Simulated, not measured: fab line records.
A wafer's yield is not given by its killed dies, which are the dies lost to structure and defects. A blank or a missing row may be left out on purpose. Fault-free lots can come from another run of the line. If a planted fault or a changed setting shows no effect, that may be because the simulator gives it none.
Which tool did it? | flow berkeley-cmos170 | 15 lots with 45 wafers sampled at 3 steps, on a route of 331 steps

## WHAT THE GAUGES READ, wafer by wafer
UCB170_M2_OVL_MEAS_16. Usual: M2_OVL typically reads 2 nm, with standard deviation 5.9.
lot  | measured     | on         | M2_OVL (nm) | flag
L296 | day 8 11:32  | overlay-01 | 3 -3 2      |
L297 | day 8 07:53  | overlay-01 | 11 12 7     |
L298 | day 8 07:40  | overlay-02 | 5 12 9      |
L299 | day 8 17:10  | overlay-01 | 4 -7 0      |
L300 | day 8 17:48  | overlay-02 | 5 1 8       |
L303 | day 9 02:23  | overlay-01 | 2 -3 -1     |
L304 | day 9 01:51  | overlay-01 | 9 5 9       |
L306 | day 9 19:43  | overlay-02 | -6 -4 -3    |
L307 | day 10 07:44 | overlay-01 | 13 1 6      |
L308 | day 10 07:26 | overlay-02 | 9 5 10      |
L309 | day 11 00:58 | overlay-01 | 8 9 11      |
L312 | day 11 09:37 | overlay-02 | 9 12 7      |
L314 | day 11 09:25 | overlay-01 | -6 -5 3     |
L317 | day 12 08:56 | overlay-01 | -4 3 -1     |
L318 | day 12 17:25 | overlay-02 | -3 -11 -11  |

UCB170_V2_BOW_MEAS_03. Usual: V2_BOW typically reads 37 um, with standard deviation 7.3.
lot  | measured     | on            | V2_BOW (um) | flag
L296 | day 8 12:34  | film-metro-01 | 43 31 44    |
L297 | day 8 08:58  | film-metro-01 | 44 45 42    |
L298 | day 8 08:42  | film-metro-01 | 32 43 37    |
L299 | day 8 18:12  | film-metro-02 | 37 52 32    |
L300 | day 8 18:48  | film-metro-03 | 32 38 28    |
L303 | day 9 03:23  | film-metro-01 | 38 35 41    |
L304 | day 9 02:53  | film-metro-02 | 24 34 42    |
L306 | day 9 20:46  | film-metro-03 | 30 45 34    |
L307 | day 10 08:47 | film-metro-01 | 28 20 37    |
L308 | day 10 08:26 | film-metro-02 | 41 30 44    |
L309 | day 11 02:05 | film-metro-03 | 42 39 42    |
L312 | day 11 10:38 | film-metro-01 | 48 42 38    |
L314 | day 11 10:25 | film-metro-02 | 22 44 35    |
L317 | day 12 09:56 | film-metro-01 | 30 32 39    |
L318 | day 12 18:37 | film-metro-01 | 33 36 36    |

## TOOL THAT RAN EACH LOT (tool first, then ch and the chambers of the sampled wafers, then the start)
lot  | UCB170_ACTIVE_CLEAN_00
L296 | wet-bench-02 ch 3, day 4 12:49
L297 | wet-bench-02 ch 1, day 4 12:49
L298 | wet-bench-02 ch 2, day 4 12:49
L299 | wet-bench-02 ch 1, day 4 23:02
L300 | wet-bench-02 ch 0, day 4 23:02
L303 | wet-bench-02 ch 1, day 5 05:40
L304 | wet-bench-02 ch 0, day 5 05:40
L306 | wet-bench-04 ch 1, day 5 21:17
L307 | wet-bench-04 ch 1, day 6 08:44
L308 | wet-bench-04 ch 2, day 6 08:44
L309 | wet-bench-02 ch 3, day 6 13:35
L312 | wet-bench-02 ch 3, day 7 06:53
L314 | wet-bench-04 ch 3, day 7 10:43
L317 | wet-bench-02 ch 0, day 8 13:29
L318 | wet-bench-02 ch 2, day 8 17:59
- UCB170_ACTIVE_CLEAN_00: cleans in SPM, time 600 s.

## WHAT THE TOOLS THEMSELVES READ (means of the sampled wafers that have a number; where no wafer has one, the mark that the record gives instead)
UCB170_ACTIVE_CLEAN_00. Usual: bath-guard-temp-C 120.3 C, standard deviation 0.49; bath-heat-duty-pct 13.6 %, standard deviation 1.7.
lot  | tool         | bath-guard-temp-C (C) | bath-heat-duty-pct (%) | flag
L296 | wet-bench-02 | 120.4                 | 13.8                   |
L297 | wet-bench-02 | 120.3                 | 11.6                   |
L298 | wet-bench-02 | 120.0                 | 16.7                   |
L299 | wet-bench-02 | 120.2                 | 11.5                   |
L300 | wet-bench-02 | 120.8                 | 13.6                   |
L303 | wet-bench-02 | 120.2                 | 11.8                   |
L304 | wet-bench-02 | 120.9                 | 14.7                   |
L306 | wet-bench-04 | 120.2                 | 15.1                   |
L307 | wet-bench-04 | -                     | -                      | OFF
L308 | wet-bench-04 | -                     | -                      | OFF
L309 | wet-bench-02 | -                     | -                      | OFF
L312 | wet-bench-02 | 120.3                 | 13.8                   |
L314 | wet-bench-04 | 121.3                 | 12.2                   |
L317 | wet-bench-02 | 120.6                 | 13.9                   |
L318 | wet-bench-02 | 119.7                 | 16.2                   |

## THE ANSWER, worked out from the rows above alone
Rule: take the mean of a lot's wafers that have a number; if it is more than 3 standard deviations from the usual mean, the lot is off. Also off: a lot with no number at a reading for which 4 or more lots have one. The other lots that the step has rows for count as sound. After the gauges, taken in route order, come the tools' own readings; for these a lot's mean is taken, as printed above. The first step at which some lot is off is used, and at that step the reading that is off furthest; a lot without a number counts as furthest.
Off at UCB170_ACTIVE_CLEAN_00 (bath-guard-temp-C): L307, L308, L309. Without a number there: L307, L308, L309.
A tool fits if, at that step or a process step before it, it ran every lot that is off, and no sound lot after the first of them. None of those tried fits.

## WHAT THE SIMULATOR PUT IN
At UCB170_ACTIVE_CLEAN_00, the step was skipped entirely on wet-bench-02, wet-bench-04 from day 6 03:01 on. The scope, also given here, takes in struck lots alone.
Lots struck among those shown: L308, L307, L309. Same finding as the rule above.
